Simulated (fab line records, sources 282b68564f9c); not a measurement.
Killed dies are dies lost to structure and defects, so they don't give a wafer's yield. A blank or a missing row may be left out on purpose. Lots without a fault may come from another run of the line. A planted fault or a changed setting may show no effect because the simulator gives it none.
Problem report in the 8D (eight disciplines) form, filled by code | flow rit_cmos | the parts of the form that need people (team, actions taken, sign-off) are left out

1. THE PROBLEM
killed_at_front_end at RIT_M1_PROBE_99 reads a mean of 264 on 9 wafers of 3 lots; wafers without a fault read 6 with a standard deviation of 3. That is +86 standard deviations from the usual mean.
First seen on wafer L151.1, day 4 21:18, on prober-01. The record holds 9 wafers of 3 lots with a number at this step. Rule for "out", or "out of limits": more than 4 standard deviations from the usual mean. The other wafers with a number count as sound.

2. WHAT IT IS AND WHAT IT IS NOT
question                    | is                                              | is not
which readings at this step | killed_at_front_end, killed_dies, killed_on_rim | killed_at_contacts, killed_open
which lots                  | L151, L155, L159                                | -
which wafers of those lots  | all that have a number                          | -
read on which tools         | prober-01                                       | -
when                        | from day 4 21:18                                | up to then (0 sound wafers)

3. SUSPECTS, AND WHAT RULES EACH OUT
Counting: a tool at a process step up to the reading stays a suspect if it ran every lot that is out and no sound lot after the first of them.
- iline_stepper-02 at RIT_NSD_EXPOSE_03 (exposes mask M9, target cd 40700 nm): kept. It ran every lot that is out, first L151 (day 4 10:44), and no sound lot after that.
- prober-01 at RIT_M1_PROBE_99: kept. It ran every lot that is out, first L151 (day 4 21:18), and no sound lot after that. Its own readings are out on those wafers: killed_at_front_end, killed_dies, killed_on_rim.
Left after counting: iline_stepper-02 at RIT_NSD_EXPOSE_03, prober-01 at RIT_M1_PROBE_99.

4. THE CAUSE (what the simulator had put in)
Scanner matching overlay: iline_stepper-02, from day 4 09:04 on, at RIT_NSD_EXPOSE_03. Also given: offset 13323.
Counting left 2 suspects, and this tool is among them.

5. THE CHAIN OF EFFECTS, in route order
Each row: a reading whose mean over the struck wafers that have a number lies more than 3 standard deviations from the usual. Only readings for which the record gives a usual standard deviation are gone through. hours: the time from each lot's start at the first step in this table that gives one to its start at this step, as a median over the lots. sigmas: the change in usual standard deviations.
hours | step            | reading             | usual | on struck wafers | change | sigmas
0     | RIT_M1_PROBE_99 | killed_at_front_end | 6     | 264              | +258   | +86
0     | RIT_M1_PROBE_99 | killed_dies         | 7     | 264              | +257   | +86
0     | RIT_M1_PROBE_99 | killed_on_rim       | 1.7   | 70.0             | +68.3  | +49
The process steps in it:
- RIT_M1_PROBE_99
Readings that are blank on the struck wafers while sound wafers have them: NSD_OVL at RIT_NSD_OVL_MEAS_06.

6. WHAT WOULD HAVE CAUGHT IT SOONER
In this record the first reading out of limits was taken at day 4 21:18, 12 hours after the fault began at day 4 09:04.
Between RIT_NSD_EXPOSE_03 and RIT_M1_PROBE_99, RIT_NSD_OVL_MEAS_06 gave no NSD_OVL on the struck wafers, where sound wafers have one: a measuring or inspecting step that comes back empty is itself a sign.
Of the lots that are out (3), L155, L159 began RIT_NSD_EXPOSE_03 on iline_stepper-02 after day 4 21:18. A hold on the tool at that time would have spared those 2.
